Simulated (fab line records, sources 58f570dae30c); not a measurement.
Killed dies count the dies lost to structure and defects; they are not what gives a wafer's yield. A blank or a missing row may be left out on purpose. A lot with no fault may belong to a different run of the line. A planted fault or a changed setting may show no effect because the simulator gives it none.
Split-lot trial + flow berkeley cmos170 + 5 lots, 23 wafers read, on a route of 331 steps

## THE SPLIT
At UCB170_NWELL_CVD_04 (deposits Si3N4 from SiH2Cl2/NH3, target thk 224 nm, time 3360 s), the setting temp c was moved away from the recipe's 800 C on 15 of the 23 wafers read, by -1.7% to +2.5%. For the rest of the wafers, this setting stayed at what the recipe calls for.

## FROM THE SPLIT TO THE READING: what the file shows between them, 3 steps
- UCB170_NWELL_THK_MEAS_05
- UCB170_NWELL_PEB_10 (also split here: peb temp c)
- UCB170_NWELL_DEVELOP_11: develop time 45 s

## THE READING
oes product au, in a.u., at UCB170_NWELL_ETCH_13 (etches Si3N4 in CH3F/Ar/O2, stops on SiO2, target depth 246.4 nm, time 154 s). Fault-free wafers of this fab line usually give 0.938 a.u., standard deviation 0.016 a.u.

| wafer  | tool, chamber at the split | temp c as run, C | against the recipe | oes product au, a.u. | against lot-mates on the recipe |
|--------|----------------------------|------------------|--------------------|----------------------|---------------------------------|
| L075.1 | -, -                       | 819.9            | +2.5%              | 1.017                | no lot-mate on the recipe       |
| L075.2 | -, -                       | 819.9            | +2.5%              | 1.008                | no lot-mate on the recipe       |
| L075.4 | -, -                       | 819.9            | +2.5%              | 1.020                | no lot-mate on the recipe       |
| L075.5 | -, -                       | 819.9            | +2.5%              | 1.004                | no lot-mate on the recipe       |
| L075.6 | -, -                       | 819.9            | +2.5%              | 0.994                | no lot-mate on the recipe       |
| L076.1 | -, -                       | 786.1            | -1.7%              | 0.819                | no lot-mate on the recipe       |
| L076.2 | -, -                       | 786.1            | -1.7%              | 0.793                | no lot-mate on the recipe       |
| L076.3 | -, -                       | 786.1            | -1.7%              | 0.798                | no lot-mate on the recipe       |
| L076.4 | -, -                       | 786.1            | -1.7%              | 0.799                | no lot-mate on the recipe       |
| L076.6 | -, -                       | 786.1            | -1.7%              | 0.822                | no lot-mate on the recipe       |
| L082.1 | -, -                       | 800              | recipe             | 0.922                | -                               |
| L082.3 | -, -                       | 800              | recipe             | 0.920                | -                               |
| L082.4 | -, -                       | 800              | recipe             | 0.915                | -                               |
| L082.5 | -, -                       | 800              | recipe             | 0.932                | -                               |
| L082.6 | -, -                       | 800              | recipe             | 0.931                | -                               |
| L080.1 | -, -                       | 788.6            | -1.4%              | 0.854                | no lot-mate on the recipe       |
| L080.2 | -, -                       | 788.6            | -1.4%              | 0.822                | no lot-mate on the recipe       |
| L080.3 | -, -                       | 788.6            | -1.4%              | 0.827                | no lot-mate on the recipe       |
| L080.4 | -, -                       | 788.6            | -1.4%              | 0.842                | no lot-mate on the recipe       |
| L080.6 | -, -                       | 788.6            | -1.4%              | 0.848                | no lot-mate on the recipe       |
| L085.1 | lpcvd-02, 0                | 800              | recipe             | 0.952                | -                               |
| L085.2 | lpcvd-02, 0                | 800              | recipe             | 0.958                | -                               |
| L085.4 | lpcvd-02, 0                | 800              | recipe             | 0.923                | -                               |

THE FIT
A straight line over all 23 wafers: oes product au changes by +0.0468 a.u. for each +1% of temp c; r = +0.96; the points scatter about the line by 0.023 a.u.
Too few moved wafers with a lot-mate on the recipe to fit a line net of each lot's own level.

## THE WHOLE CHAIN: every reading that the file lists as answering this split, in the file's order
| step                     | what it does                                                                 | reading                                                                       | change (the file's fit)                  | r (the file's) |
|--------------------------|------------------------------------------------------------------------------|-------------------------------------------------------------------------------|------------------------------------------|----------------|
| UCB170_NWELL_CVD_04      | deposits Si3N4 from SiH2Cl2/NH3, target thk 224 nm, time 3360 s              | Si3N4_of_NWELL_CVD_04.thk nm (the simulator's own value, which no gauge read) | +35.2 nm for each +1% of the setting     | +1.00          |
| UCB170_NWELL_THK_MEAS_05 |                                                                              | NWELL_NITRIDE_THK                                                             | +35.2 for each +1% of the setting        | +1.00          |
| UCB170_NWELL_ETCH_13     | etches Si3N4 in CH3F/Ar/O2, stops on SiO2, target depth 246.4 nm, time 154 s | oes product au                                                                | +0.0468 a.u. for each +1% of the setting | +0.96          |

## FILE'S OWN FIT
oes product au changes by +0.0468 a.u. for each +1% of temp c, r = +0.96.
